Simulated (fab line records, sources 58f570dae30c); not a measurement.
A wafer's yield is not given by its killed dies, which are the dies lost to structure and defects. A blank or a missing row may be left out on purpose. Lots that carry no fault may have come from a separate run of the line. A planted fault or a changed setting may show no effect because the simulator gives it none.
8D (eight disciplines) problem report, filled in by code	flow berkeley-cmos170	the parts of the form that need people (team, actions taken, sign-off) are left out

== 1. WHAT IS WRONG ==
On 3 wafers of 1 lot, run-length-s at UCB170_PWELL_WET_ETCH_20 has a mean of 33.1 s; fault-free wafers read 49.2 s, standard deviation 0.6. Measured from the usual mean, that is -27 standard deviations.
The step: etches SiO2 in BOE, time 22 s.
Earliest sighting: wafer L886.2 on wet-bench-04 at day 5 15:05. Wafers with a number at this step in the record: 15, from 5 lots. The rule behind "out" and "out of limits": a value lying over 4 standard deviations away from the usual mean. The other wafers with a number count as sound.

== 2. WHAT THIS IS AND IS NOT ==
question	is	is not
which readings at this step	run-length-s	-
which lots	L886	L879, L894, L896, L897
which wafers of those lots	all that have a number	-
read on which tools	wet-bench-04	wet-bench-02
when	from day 5 15:05	up to then (3 sound wafers); but 9 sound wafers of L894, L896, L897 came after

== 3. SUSPECTS, AND WHAT RULES EACH OUT ==
Counting: a tool at any process step up to the reading remains a suspect when it ran all the lots that are out and ran no sound lot after the first of those.
- rie-diel-04 at UCB170_PWELL_ETCH_14 (etches Si3N4 in CH3F/Ar/O2, stops on SiO2, target depth 242 nm, time 151 s): ruled out as a lasting fault. Sound lots L897 ran on it after its first lot that is out, L886 (day 5 10:30).
- plasma-asher-01 at UCB170_PWELL_STRIP_16 (strips in O2): kept. It ran the lot that is out, L886 (day 5 10:45), and no sound lot after that; its last sound lot up to then is L879 (day 3 20:10).
- wet-bench-04 at UCB170_PWELL_WET_ETCH_20 (etches SiO2 in BOE, time 22 s): kept. It ran the lot that is out, L886 (day 5 15:05), and no sound lot after that; its last sound lot up to then is L879 (day 4 00:32). Its own readings are out on those wafers: run-length-s.
Remaining after the count are plasma-asher-01 at UCB170_PWELL_STRIP_16 and wet-bench-04 at UCB170_PWELL_WET_ETCH_20.

== 4. THE CAUSE (what the simulator had put in) ==
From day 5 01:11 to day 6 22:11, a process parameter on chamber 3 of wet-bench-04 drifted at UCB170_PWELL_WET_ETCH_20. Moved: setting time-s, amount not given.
After counting, 2 suspects remain, this tool included.

== 5. THE EFFECT CHAIN, in route order ==
Each row: a reading where the mean over the struck wafers with a number is more than 3 standard deviations away from the usual. Scope: only readings with a usual standard deviation given in the record; hours: median across lots of the time from each lot's start at the first step in this table that gives one to its start at this step; sigmas: change in usual standard deviations.
hours	step	reading	usual	on struck wafers	change	sigmas
0	UCB170_PWELL_WET_ETCH_20	run-length-s	49.2 s	33.1	-16.1	-27
The process steps in it:
- UCB170_PWELL_WET_ETCH_20: etches SiO2 in BOE, time 22 s.

== 6. HOW IT WOULD HAVE BEEN CAUGHT EARLIER ==
The fault began at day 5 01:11; the first out-of-limits reading in this record came at day 5 15:05, 14 hours later.
